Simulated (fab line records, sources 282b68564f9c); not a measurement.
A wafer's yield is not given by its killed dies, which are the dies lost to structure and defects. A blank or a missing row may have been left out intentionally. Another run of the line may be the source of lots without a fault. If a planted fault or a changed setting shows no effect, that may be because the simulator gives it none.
fab line records	flow ritCmos
[record] lots = 6	wafers = 18	lastDay = 7
route steps=202 shown CONTACT@172 M1@184
lots that met no fault: from a run of the same line without faults
startH: hours from the record's first day to the start of the lot's first wafer shown	waitH: time in hours since the lot's previous step	" identical to the entry in the row above	L1.1+2: a single row standing in for several wafers	- no value, or no start given	* or withheld: withheld	< > ~ a bound
route shown NAME@n: a module of which the file shows steps, and the number in the route of the first	usual: mean/standard deviation taken from wafers without a fault	same: alike in all rows	chamber/n: place in a boat	sites: the reading at each site	_std_site: standard deviation of those values	_edge_site: the outer-site mean with the inner-site mean subtracted	radiusMm: how far each site lies from the wafer's centre	mask NAME#n: copy n	behind: tool/chamber where the wafer was last shaped	hold: the reason the lot was held/the length of the hold in hours/how it ended	device: whichever transistor did not switch (one of n, p or np)	end of line: at the end of the route, the tests of the same wafers	a step given without rows: its recipe and nothing more	killed: dies lost to structure and defects at the first sort, not the wafer's yield	map: a wafer's dies, x killed, . not, _ none there
set.NAME: the setting as run; set.NAME@STEP: as run at that earlier step	model.NAME: the simulator's own value behind a step, which no gauge read
certain route steps with their lots: each step a table, each wafer a row
services: from which hour (startH, from the record's first day; less than 0 if before it) a tool's chamber was out of use, for how many hours, and why
[[steps]]
[step RIT_CONTACT_SOFTBAKE_04]
[recipe] resist = NOVOLAK	tempC = 90	timeS = 62.18
[usual] chillPlateTempC = 23.03/0.094	plateSensorTCentreC = 90.970/0.01	plateSensorTEdgeC = 91.021/0.0093	softbakeTempC = 89.99/0.12
lot.wafer	tool	chamber	startH	waitH	chillPlateTempC	plateSensorTCentreC	plateSensorTEdgeC	softbakeTempC
L115.2	lithoTrack-03	0	53.95	0.1	23.09	90.967	91.034	90.06
L115.4	"	0	"	"	23.02	90.972	91.034	89.99
L115.6	"	0	"	"	23.05	90.983	91.008	90.00
L118.1	lithoTrack-04	0	70.56	0.1	23.07	90.970	91.013	89.94
L118.2	"	0	"	"	22.96	90.979	91.036	90.11
L118.5	"	0	"	"	23.10	90.972	91.026	90.09
L121.4	lithoTrack-04	0	85.93	0.1	23.09	90.960	91.026	90.07
L121.5	"	0	"	"	23.07	90.968	91.029	90.01
L121.6	"	0	"	"	23.13	90.952	91.030	90.07
L128.1	lithoTrack-02	0	117.85	0.1	23.03	90.962	91.024	89.96
L128.3	"	0	"	"	23.08	90.962	91.019	90.03
L128.4	"	0	"	"	22.89	90.981	91.027	89.93
L131.3	lithoTrack-03	0	138.17	0.1	22.80	90.974	91.007	90.10
L131.5	"	0	"	"	23.20	90.958	91.025	90.14
L131.6	"	0	"	"	23.02	90.972	91.024	89.97
L137.1	lithoTrack-02	0	167.78	0.1	22.91	90.974	91.025	89.90
L137.2	"	0	"	"	23.03	90.950	91.022	89.99
L137.4	"	0	"	"	23.18	90.977	91.019	90.00
[step RIT_CONTACT_EXPOSE_05]
[recipe] maskId = M11	na = 0.6	sourceShape = conventional	sigmaOuter = 0.5	targetCdNm = 1000	doseMj = 250
[step RIT_CONTACT_PEB_06]
[recipe] resist = NOVOLAK	tempC = withheld	timeS = withheld
[step RIT_CONTACT_DEVELOP_07]
[recipe] resist = NOVOLAK	developTimeS = 120	devTempC = 23
[step RIT_CONTACT_CD_MEAS_08]
[recipe] targetCdNm = 1000
[usual] cdNm = 1000.1/2
lot.wafer	tool	chamber	startH	waitH	cdNm
L115.2	cdSem-02	-	54.61	-	1000.1
L115.4	"	-	"	"	1000.4
L115.6	"	-	"	"	1001.1
L118.1	cdSem-01	-	71.35	-	999.9
L118.2	"	-	"	"	999.1
L118.5	"	-	"	"	999.5
L121.4	cdSem-01	-	86.83	-	999.3
L121.5	"	-	"	"	996.1
L121.6	"	-	"	"	996.2
L128.1	cdSem-02	-	118.51	-	1001.4
L128.3	"	-	"	"	1002.4
L128.4	"	-	"	"	999.5
L131.3	cdSem-02	-	138.95	-	999.8
L131.5	"	-	"	"	1000.3
L131.6	"	-	"	"	1000.2
L137.1	cdSem-02	-	168.60	-	1002.9
L137.2	"	-	"	"	1002.6
L137.4	"	-	"	"	1001.9
[step RIT_CONTACT_OVL_MEAS_09]
[usual] CONTACT_OVL = 0.4/1.2
lot.wafer	tool	chamber	startH	waitH	CONTACT_OVL[nm]
L115.2	overlay-02	-	54.72	0.1	-1.1
L115.4	"	-	"	"	0.3
L115.6	"	-	"	"	0.3
L118.1	overlay-01	-	71.47	0.1	2.1
L118.2	"	-	"	"	0.3
L118.5	"	-	"	"	0.9
L121.4	overlay-01	-	86.91	0.1	0.1
L121.5	"	-	"	"	0.2
L121.6	"	-	"	"	-0.4
L128.1	overlay-01	-	118.63	0.1	0.4
L128.3	"	-	"	"	1.2
L128.4	"	-	"	"	-0.1
L131.3	overlay-02	-	139.05	0.1	0.6
L131.5	"	-	"	"	1.7
L131.6	"	-	"	"	3.6
L137.1	overlay-02	-	168.72	0.1	-1.0
L137.2	"	-	"	"	-1.4
L137.4	"	-	"	"	-0.4
[step RIT_CONTACT_HARDBAKE_10]
[recipe] resist = NOVOLAK	tempC = 140	timeS = 60
[step RIT_CONTACT_ETCH_11]
[recipe] targetDepthA = 4800	overEtchFrac = 0.2	stopOn = TiSi2	chemistry = CHF3/CF4/Ar	target = SiO2	CHF3_flow_sccm = 50	cf4FlowSccm = 10	Ar_flow_sccm = 100	O2_flow_sccm = 5	pressureMtorr = 100	rfW = 200	timeS = 320
[usual] drypumpMotorCurrentA = 5.6/0.49	mfcArSccm = 100.00/0.29	oesProductAu = 0.986/0.015	throttleValvePct = 8.88/0.13
lot.wafer	tool	chamber	startH	waitH	drypumpMotorCurrentA	mfcArSccm	oesProductAu	rfHoursCounterH	throttleValvePct
L115.2	rieDiel-01	0	54.90	0.1	6.0	100.17	1.000	165	8.71
L115.4	"	1	"	"	5.2	99.79	1.000	57	8.88
L115.6	"	0	"	"	6.0	100.05	0.995	-	8.72
L118.1	rieDiel-01	2	71.66	0.1	6.1	100.23	0.984	143	8.92
L118.2	"	1	"	"	5.2	99.95	1.002	58	8.89
L118.5	"	1	"	"	5.2	99.82	0.996	-	8.90
L121.4	rieDiel-04	2	87.08	0.1	6.3	100.05	0.974	23	8.93
L121.5	"	0	"	"	5.7	100.50	0.983	-	8.91
L121.6	"	1	"	"	5.9	99.93	1.014	-	9.06
L128.1	rieDiel-01	3	118.82	0.1	5.3	99.68	1.000	127	8.76
L128.3	"	2	"	"	6.1	99.63	0.976	143	8.91
L128.4	"	1	"	"	5.2	99.86	1.003	59	8.87
L131.3	rieDiel-03	1	139.22	0.1	5.2	99.89	1.003	0	9.00
L131.5	"	1	"	"	5.1	99.92	1.006	-	9.00
L131.6	"	0	"	"	5.9	99.59	0.960	-	8.86
L137.1	rieDiel-03	3	168.91	0.1	4.8	99.53	0.983	44	9.00
L137.2	"	1	"	"	5.1	100.04	1.008	1	9.00
L137.4	"	2	"	"	6.1	100.08	0.995	-	8.53
[step RIT_CONTACT_STRIP_12]
[recipe] chemistry = O2	timeS = 180	resist = NOVOLAK	platenTempC = withheld	powerW = 500	pressureMtorr = 4000	o2FlowSccm = 4000
[usual] drypumpMotorCurrentA = 5.8/0.45	rfReflPowerW = 7.4/0.86
lot.wafer	tool	chamber	startH	waitH	drypumpMotorCurrentA	rfHoursCounterH	rfReflPowerW
L115.2	plasmaAsher-04	1	55.09	0.1	5.3	40	5.6
L115.4	"	1	"	"	5.3	-	5.3
L115.6	"	1	"	"	5.3	-	5.4
L118.1	plasmaAsher-02	0	71.85	0.1	5.5	30	8.1
L118.2	"	1	"	"	6.7	30	6.9
L118.5	"	0	"	"	5.6	-	7.9
L121.4	plasmaAsher-04	0	87.33	0.2	5.7	-	6.8
L121.5	"	1	"	"	5.3	-	5.4
L121.6	"	0	"	"	5.7	-	6.8
L128.1	plasmaAsher-04	1	119.01	0.1	5.3	47	5.4
L128.3	"	1	"	"	5.3	-	5.3
L128.4	"	0	"	"	5.6	-	6.5
L131.3	plasmaAsher-02	0	139.47	0.2	5.6	-	7.9
L131.5	"	1	"	"	6.6	-	7.0
L131.6	"	0	"	"	5.6	-	7.8
L137.1	plasmaAsher-01	1	169.10	0.1	5.7	6	8.3
L137.2	"	0	"	"	5.7	6	7.9
L137.4	"	0	"	"	5.7	-	8.1
[step RIT_CONTACT_CD_MEAS_90]
[recipe] targetCdNm = 1000
[usual] cdNm = 1000.1/2.1
lot.wafer	tool	chamber	startH	waitH	cdNm
L115.2	cdSem-01	-	55.29	0.1	1000.8
L115.4	"	-	"	"	1000.3
L115.6	"	-	"	"	1001.4
L118.1	cdSem-01	-	72.03	0.1	999.5
L118.2	"	-	"	"	999.1
L118.5	"	-	"	"	999.8
L121.4	cdSem-01	-	87.51	0.1	999.5
L121.5	"	-	"	"	996.4
L121.6	"	-	"	"	995.5
L128.1	cdSem-01	-	119.19	0.1	1001.8
L128.3	"	-	"	"	1002.6
L128.4	"	-	"	"	999.8
L131.3	cdSem-02	-	139.63	0.1	999.1
L131.5	"	-	"	"	999.6
L131.6	"	-	"	"	1000.5
L137.1	cdSem-02	-	169.27	0.1	1002.9
L137.2	"	-	"	"	1001.5
L137.4	"	-	"	"	1001.9
[step RIT_CONTACT_CLEAN_13]
[recipe] chemistry = SC1	mix = 3:3:50	timeS = 600	tempC = 75
[step RIT_CONTACT_CLEAN_14]
[recipe] chemistry = SC2	mix = 3:3:50	timeS = 600	tempC = 75	dry = n2Spin
[step RIT_M1_SPUTTER_00]
[recipe] material = Al	targetThkNm = 400	powerW = 2000	chamberPressurePa = 0.4	gas = Ar	timeS = 500	substrateTempC = 25
[usual] throttleValvePct = 30.7/1.1
lot.wafer	tool	chamber	startH	waitH	throttleValvePct
L115.2	pvdSputter-03	-	55.74	0.0	30.3
L115.4	"	-	"	"	29.1
L115.6	"	-	"	"	29.8
L118.1	pvdSputter-04	-	72.51	0.0	30.7
L118.2	"	-	"	"	30.0
L118.5	"	-	"	"	30.7
L121.4	pvdSputter-03	-	87.98	0.0	30.0
L121.5	"	-	"	"	30.0
L121.6	"	-	"	"	30.2
L128.1	pvdSputter-04	-	119.66	0.0	31.2
L128.3	"	-	"	"	33.0
L128.4	"	-	"	"	31.0
L128.1	pvdSputter-04	-	120.12	0.3	30.8
L128.3	"	-	"	"	32.7
L128.4	"	-	"	"	30.9
L131.3	pvdSputter-02	-	140.08	0.0	30.3
L131.5	"	-	"	"	30.5
L131.6	"	-	"	"	28.6
L131.3	pvdSputter-02	-	140.54	0.3	30.0
L131.5	"	-	"	"	30.6
L131.6	"	-	"	"	28.4
L137.1	pvdSputter-02	-	169.74	0.0	28.4
L137.2	"	-	"	"	31.5
L137.4	"	-	"	"	29.9
[step RIT_M1_RS_MEAS_01]
[recipe] thkMeasGauge = four-point-probe	reads = Al_of_M1_SPUTTER_00
[usual] M1_AL_RS = 0.0732/0.00094
lot.wafer	tool	chamber	startH	waitH	M1_AL_RS[ohm/sq]
L115.2	filmMetro-02	-	56.05	0.2	0.0726
L115.4	"	-	"	"	0.0728
L115.6	"	-	"	"	0.0722
L118.1	filmMetro-04	-	72.81	0.1	0.0718
L118.2	"	-	"	"	0.0717
L118.5	"	-	"	"	0.0721
L121.4	filmMetro-04	-	88.34	0.2	0.0727
L121.5	"	-	"	"	0.0715
L121.6	"	-	"	"	0.0728
L128.1	filmMetro-03	-	120.41	0.1	0.0361
L128.3	"	-	"	"	0.0366
L128.4	"	-	"	"	0.0359
L131.3	filmMetro-02	-	141.87	1.2	0.0363
L131.5	"	-	"	"	0.0368
L131.6	"	-	"	"	0.0369
L137.1	filmMetro-03	-	170.04	0.1	0.0745
L137.2	"	-	"	"	0.0748
L137.4	"	-	"	"	0.0738
[step RIT_M1_THK_MEAS_02]
[recipe] thkMeasGauge = xrf	reads = Al_of_M1_SPUTTER_00
[usual] M1_AL_THK = 398/5.4
lot.wafer	tool	chamber	startH	waitH	M1_AL_THK[nm]
L115.2	filmMetro-02	-	56.16	0.1	401
L115.4	"	-	"	"	399
L115.6	"	-	"	"	402
L118.1	filmMetro-04	-	72.93	0.1	405
L118.2	"	-	"	"	405
L118.5	"	-	"	"	403
L121.4	filmMetro-04	-	88.43	0.1	402
L121.5	"	-	"	"	405
L121.6	"	-	"	"	398
L128.1	filmMetro-03	-	120.53	0.1	808
L128.3	"	-	"	"	796
L128.4	"	-	"	"	807
L131.3	filmMetro-02	-	141.97	0.1	795
L131.5	"	-	"	"	784
L131.6	"	-	"	"	777
L137.1	filmMetro-03	-	170.16	0.1	395
L137.2	"	-	"	"	395
L137.4	"	-	"	"	397
[step RIT_M1_HMDS_03]
[recipe] primeTimeS = 60	primeTempC = 140
[step RIT_M1_COAT_04]
[recipe] resist = NOVOLAK	spinRpm = 2000	resistThkNm = 1300
[step RIT_M1_SOFTBAKE_05]
[recipe] resist = NOVOLAK	tempC = 90	timeS = 60
[step RIT_M1_EXPOSE_06]
[recipe] maskId = M12	na = 0.6	sourceShape = conventional	sigmaOuter = 0.5	targetCdNm = 2600	doseMj = 250
[step RIT_M1_PEB_07]
[recipe] resist = NOVOLAK	tempC = withheld	timeS = withheld
[step RIT_M1_DEVELOP_08]
[recipe] resist = NOVOLAK	developTimeS = 68	devTempC = 23
[step RIT_M1_CD_MEAS_09]
[recipe] targetCdNm = 2600
[usual] cdNm = 2600.1/2
lot.wafer	tool	chamber	startH	waitH	cdNm
L115.2	cdSem-02	-	57.24	-	2600.5
L115.4	"	-	"	"	2600.3
L115.6	"	-	"	"	2598.0
L118.1	cdSem-01	-	73.87	-	2599.8
L118.2	"	-	"	"	2596.9
L118.5	"	-	"	"	2596.7
L121.4	cdSem-02	-	89.40	-	2603.1
L121.5	"	-	"	"	2603.1
L121.6	"	-	"	"	2603.8
L128.1	cdSem-02	-	122.14	-	2600.5
L128.3	"	-	"	"	2599.6
L128.4	"	-	"	"	2598.0
L131.3	cdSem-01	-	143.06	-	2600.6
L131.5	"	-	"	"	2602.1
L131.6	"	-	"	"	2603.8
L137.1	cdSem-02	-	171.10	-	2601.5
L137.2	"	-	"	"	2601.9
L137.4	"	-	"	"	2604.4
[step RIT_M1_OVL_MEAS_10]
[usual] M1_OVL = 0.7/1.3
lot.wafer	tool	chamber	startH	waitH	M1_OVL[nm]
L115.2	overlay-01	-	57.34	0.1	1.4
L115.4	"	-	"	"	1.5
L115.6	"	-	"	"	1.8
L118.1	overlay-02	-	73.99	0.1	1.3
L118.2	"	-	"	"	2.1
L118.5	"	-	"	"	2.2
L121.4	overlay-02	-	89.48	0.1	-1.2
L121.5	"	-	"	"	0.7
L121.6	"	-	"	"	1.4
L128.1	overlay-01	-	122.26	0.1	-0.4
L128.3	"	-	"	"	-0.1
L128.4	"	-	"	"	0.2
L131.3	overlay-02	-	143.15	0.1	1.4
L131.5	"	-	"	"	1.3
L131.6	"	-	"	"	0.6
L137.1	overlay-01	-	171.22	0.1	1.9
L137.2	"	-	"	"	-0.1
L137.4	"	-	"	"	0.0
[step RIT_M1_HARDBAKE_11]
[recipe] resist = NOVOLAK	tempC = 140	timeS = 120
[step RIT_M1_METAL_ETCH_12]
[recipe] stopOn = SiO2	chemistry = Cl2/BCl3	target = Al	timeS = 165	overEtchFrac = 0.4871	pressureMtorr = 100	targetDepthA = 6000	rfW = 250	Cl2_flow_sccm = 60	bcl3FlowSccm = 50
[usual] drypumpMotorCurrentA = 5.88/0.27	mfcCl2Sccm = 59.96/0.19	oesProductAu = 0.787/0.01	throttleValvePct = 8.22/0.11
lot.wafer	tool	chamber	startH	waitH	drypumpMotorCurrentA	mfcCl2Sccm	oesProductAu	rfHoursCounterH	throttleValvePct	model.etch.depthNm	model.M1.featureDepthNm
L115.2	rieMetal-03	0	57.62	0.2	5.44	59.98	0.783	2	8.07	403.3	435.8
L115.4	"	0	"	"	5.44	59.51	0.785	-	8.08	402	434.2
L115.6	"	1	"	"	5.71	60.06	0.764	-	8.19	406.3	439.3
L118.1	rieMetal-03	1	74.27	0.2	5.67	60.02	0.779	3	8.17	408.7	441.1
L118.2	"	0	"	"	5.45	60.01	0.796	2	8.07	409.5	441.2
L118.5	"	1	"	"	5.66	59.94	0.776	-	8.17	408.4	440.6
L121.4	rieMetal-03	1	89.80	0.1	5.67	60.27	0.777	-	8.19	404.6	437.3
L121.5	"	0	"	"	5.43	60.05	0.793	-	8.07	409.9	441.8
L121.6	"	1	"	"	5.66	60.23	0.777	-	8.18	403	435.8
L128.1	rieMetal-01	1	122.55	0.2	6.23	60.05	0.997	1	8.19	586.9	586.9
L128.3	"	1	"	"	6.24	59.98	1.008	-	8.18	590.5	590.5
L128.4	"	0	"	"	5.93	59.67	1.018	-	8.33	591	591
L131.3	rieMetal-01	0	143.62	0.2	5.98	60.11	1.016	-	8.31	594.3	594.3
L131.5	"	0	"	"	5.95	59.94	1.027	-	8.35	601.2	601.2
L131.6	"	1	"	"	6.24	59.82	1.016	-	8.19	595	595
L137.1	rieMetal-02	0	171.50	0.2	6.10	59.97	0.772	0	8.15	395.9	429.4
L137.2	"	1	"	"	6.04	59.90	0.798	0	8.39	394.6	426.7
L137.4	"	0	"	"	6.09	60.08	0.783	-	8.14	399.3	432.7
[step RIT_M1_STRIP_13]
[recipe] chemistry = nmp	resist = NOVOLAK	tempC = 80	timeS = 600	dry = n2Spin
[step RIT_M1_PROBE_99]
[usual] defectLimitedYield = 97.4/1.1	killed_at_M0_to_M3 = 0/0	killedAtFrontEnd = 6.9/2.9	killedDies = 7.0/2.9	killedOnRim = 1.9/1.4	killedOpen = 3.4/2.1	killedShort = 3.5/1.8	sort_bin_3_pad_short = 0.1/0.23	sort_bin_5_function = 1.5/0.78	sort_bin_6_memory = 1.0/0.65	sortNPass = 257.0/2.9	sortYieldPct = 97.4/1.1
[same] grossDies = 264	killed_at_M4_up = 0	killedAtBackSide = 0	killedAtContacts = 0	killedAtOther = 0
lot.wafer	tool	chamber	startH	waitH	defectLimitedYield[%]	killed_at_M0_to_M3	killedAtFrontEnd	killedDies	killedOnRim	killedOpen	killedShort	sort_bin_3_pad_short[%]	sort_bin_5_function[%]	sort_bin_6_memory[%]	sortNPass	sortYieldPct[%]
L115.2	prober-01	-	59.92	0.1	98.5	0	4	4	1	2	2	0	1.5	0	260.0	98.5
L115.4	prober-01	-	60.02	0.2	97.7	0	6	6	1	4	2	0	1.1	1.1	258.0	97.7
L115.6	prober-01	-	60.12	0.2	97.3	0	7	7	0	3	4	0	1.1	1.5	257.0	97.3
L118.1	prober-02	-	76.54	0.1	97.7	0	6	6	2	1	5	0	1.9	0.4	258.0	97.7
L118.2	prober-02	-	76.59	0.1	98.9	0	3	3	0	2	1	0	0.4	0.8	261.0	98.9
L118.5	prober-02	-	76.74	0.2	99.2	0	2	2	0	1	1	0	0.4	0.4	262.0	99.2
L121.4	prober-01	-	92.20	0.2	95.8	0	11	11	3	5	6	0.4	1.9	1.9	253.0	95.8
L121.5	prober-01	-	92.25	0.2	97.0	0	8	8	1	6	2	0	1.9	1.1	256.0	97.0
L121.6	prober-01	-	92.30	0.2	97.0	0	8	8	3	2	6	0.4	1.1	1.5	256.0	97.0
L128.1	prober-02	-	124.80	0.1	0	256	8	264	70	5	3	0.4	98.5	1.1	0	0
L128.3	prober-02	-	124.90	0.2	0	257	7	264	70	2	5	0	98.9	1.1	0	0
L128.4	prober-02	-	124.95	0.2	0	255	9	264	70	6	3	0	98.5	1.5	0	0
L131.3	prober-01	-	145.92	0.2	0	258	6	264	70	5	1	0	99.6	0.4	0	0
L131.5	prober-01	-	146.02	0.2	0	250	14	264	70	8	6	0	98.1	1.9	0	0
L131.6	prober-01	-	146.07	0.2	0	257	7	264	70	4	3	0	99.6	0.4	0	0
L137.1	prober-01	-	173.76	0.1	97.7	0	6	6	1	1	5	0	1.1	1.1	258.0	97.7
L137.2	prober-01	-	173.81	0.1	97.3	0	7	7	0	4	3	0	0.4	2.3	257.0	97.3
L137.4	prober-01	-	173.91	0.2	97.0	0	8	8	2	3	5	0.8	1.1	1.1	256.0	97.0
// killed by level:class
L115.2 GATE:geometricParticle:open=2 FOX2:geometricParticle:short=1 GATE:geometricParticle:short=1
L115.4 GATE:geometricParticle:open=2 FOX1:geometricParticle:open=1 GATE:geometricParticle:short=1 REOX:geometricParticle:short=1 REOX:geometricParticle:open=1
L115.6 GATE:geometricParticle:short=2 FOX2:geometricParticle:open=1 SILICIDE:geometricParticle:open=1 GATE:geometricParticle:open=1 REOX:geometricParticle:short=1 SPACER:geometricParticle:short=1
L118.1 GATE:geometricParticle:short=3 SPACER:geometricParticle:short=1 SILICIDE:geometricParticle:open=1 SILICIDE:geometricParticle:short=1
L118.2 GATE:geometricParticle:open=1 REOX:geometricParticle:short=1 REOX:geometricParticle:open=1
L118.5 GATE:geometricParticle:open=1 GATE:geometricParticle:short=1
L121.4 SPACER:geometricParticle:short=4 FOX1:geometricParticle:open=3 GATE:geometricParticle:open=2 FOX1:geometricParticle:short=1 SILICIDE:geometricParticle:short=1
L121.5 GATE:geometricParticle:open=3 SILICIDE:geometricParticle:open=2 FOX1:geometricParticle:short=1 FOX1:geometricParticle:open=1 GATE:geometricParticle:short=1
L121.6 FOX1:geometricParticle:short=3 GATE:geometricParticle:open=2 REOX:geometricParticle:short=2 GATE:geometricParticle:short=1
L128.1 M1:areaEtch=256 GATE:geometricParticle:open=2 SILICIDE:geometricParticle:short=2 FOX2:geometricParticle:short=1 FOX2:geometricParticle:open=1 REOX:geometricParticle:open=1 SILICIDE:geometricParticle:open=1
L128.3 M1:areaEtch=257 SILICIDE:geometricParticle:short=3 GATE:geometricParticle:short=2 GATE:geometricParticle:open=1 SILICIDE:geometricParticle:open=1
L128.4 M1:areaEtch=255 GATE:geometricParticle:open=3 SPACER:geometricParticle:short=2 FOX1:geometricParticle:open=1 FOX2:geometricParticle:open=1 SPACER:geometricParticle:open=1 SILICIDE:geometricParticle:short=1
L131.3 M1:areaEtch=258 GATE:geometricParticle:open=3 GATE:geometricParticle:short=1 SPACER:geometricParticle:open=1 SILICIDE:geometricParticle:open=1
L131.5 M1:areaEtch=250 GATE:geometricParticle:open=4 GATE:geometricParticle:short=3 SPACER:geometricParticle:open=2 REOX:geometricParticle:open=1 REOX:geometricParticle:short=1 SPACER:geometricParticle:short=1 SILICIDE:geometricParticle:short=1
L131.6 M1:areaEtch=257 SPACER:geometricParticle:open=3 GATE:geometricParticle:short=2 SILICIDE:geometricParticle:short=1 SILICIDE:geometricParticle:open=1
L137.1 FOX2:geometricParticle:short=2 FOX2:geometricParticle:open=1 GATE:geometricParticle:short=1 REOX:geometricParticle:short=1 SPACER:geometricParticle:short=1
L137.2 FOX1:geometricParticle:open=3 FOX1:geometricParticle:short=1 FOX2:geometricParticle:short=1 SPACER:geometricParticle:short=1 SILICIDE:geometricParticle:open=1
L137.4 GATE:geometricParticle:short=3 FOX1:geometricParticle:short=1 FOX1:geometricParticle:open=1 FOX2:geometricParticle:open=1 FOX2:geometricParticle:short=1 GATE:geometricParticle:open=1
// map L128.1 (x killed, . not)
________xxxxxxx_______
_____xxxxxxxxxxxxx____
____xxxxxxxxxxxxxxx___
___xxxxxxxxxxxxxxxxx__
__xxxxxxxxxxxxxxxxxxx_
__xxxxxxxxxxxxxxxxxxx_
_xxxxxxxxxxxxxxxxxxxxx
_xxxxxxxxxxxxxxxxxxxxx
_xxxxxxxxxxxxxxxxxxxxx
_xxxxxxxxxxxxxxxxxxxxx
__xxxxxxxxxxxxxxxxxxx_
__xxxxxxxxxxxxxxxxxxx_
___xxxxxxxxxxxxxxxxx__
____xxxxxxxxxxxxxxx___
_____xxxxxxxxxxxxx____
________xxxxxxx_______
// map L131.3 (x killed, . not)
________xxxxxxx_______
_____xxxxxxxxxxxxx____
____xxxxxxxxxxxxxxx___
___xxxxxxxxxxxxxxxxx__
__xxxxxxxxxxxxxxxxxxx_
__xxxxxxxxxxxxxxxxxxx_
_xxxxxxxxxxxxxxxxxxxxx
_xxxxxxxxxxxxxxxxxxxxx
_xxxxxxxxxxxxxxxxxxxxx
_xxxxxxxxxxxxxxxxxxxxx
__xxxxxxxxxxxxxxxxxxx_
__xxxxxxxxxxxxxxxxxxx_
___xxxxxxxxxxxxxxxxx__
____xxxxxxxxxxxxxxx___
_____xxxxxxxxxxxxx____
________xxxxxxx_______
[[services]]
tool	chamber	startH	hours	kind
rieMetal-03	-	30.55	2.8	pm
rieDiel-03	-	34.25	2.8	pm
rieDiel-01	-	35.18	0.9	repair
plasmaAsher-04	-	37.92	1.1	repair
rieDiel-01	0	42.94	3.8	repair
rieDiel-04	3	43.41	5.9	repair
rieDiel-04	1	58.61	5.6	repair
rieDiel-03	1	63.76	17.4	repair
rieDiel-01	0	70.81	-	clean
rieDiel-01	0	70.81	20.7	scheduledDown
rieDiel-01	0	70.81	20.7	ventCycle
pvdSputter-03	-	71.73	3.0	repair
rieDiel-03	2	81.13	-	clean
rieDiel-03	2	81.13	-	consumableReplace:esc
rieDiel-03	2	81.13	30.9	scheduledDown
rieDiel-03	2	81.13	30.9	ventCycle
plasmaAsher-01	-	108.75	9.0	pm
plasmaAsher-01	0	108.75	9.0	ventCycle
rieDiel-03	1	112.02	-	clean
rieDiel-03	1	112.02	26.6	scheduledDown
rieDiel-03	1	112.02	26.6	ventCycle
rieMetal-02	-	136.12	20.0	pm
plasmaAsher-04	-	143.32	2.8	pm
rieDiel-03	0	160.43	8.9	repair
[[key]]
[firstSign] step = RIT_M1_SPUTTER_00	reading = visit	direction = added
[effect] step = RIT_M1_RS_MEAS_01	reading = M1_AL_RS	direction = down	sigmas = 39	usual = 0.0732	struck = 0.0364
[effect] step = RIT_M1_THK_MEAS_02	reading = M1_AL_THK	direction = up	sigmas = 73	usual = 398	struck = 794
[effect] step = RIT_M1_METAL_ETCH_12	reading = oesProductAu	direction = up	sigmas = 23	usual = 0.787	struck = 1.014
[effect] step = RIT_M1_PROBE_99	reading = killed_at_M0_to_M3	direction = up	sigmas = 99+	usual = 0	struck = 255.5
[modelEffect] step = RIT_M1_METAL_ETCH_12	value = etch.depthNm	without = 396.2	struck = 593.2
[moreKillsBornAt] RIT_M1_METAL_ETCH_12@rieMetal-01 = 1533
metAt RIT_M1_SPUTTER_00
struckWafers L128.1,L128.3,L128.4,L131.3,L131.5,L131.6
laterRowsLeftOut L128.1,L128.3,L128.4,L131.3,L131.5,L131.6
[fault] kind = repeatedStepWhole	tool = pvdSputter-02,pvdSputter-03,pvdSputter-04	chamber = -	onsetH = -	steps = RIT_M1_SPUTTER_00	times = 1	scope = struckLotsOnly
// laterRowsLeftOut: the simulator's readings of these wafers behind a module that went badly wrong aren't trusted and aren't shown, but for the sort
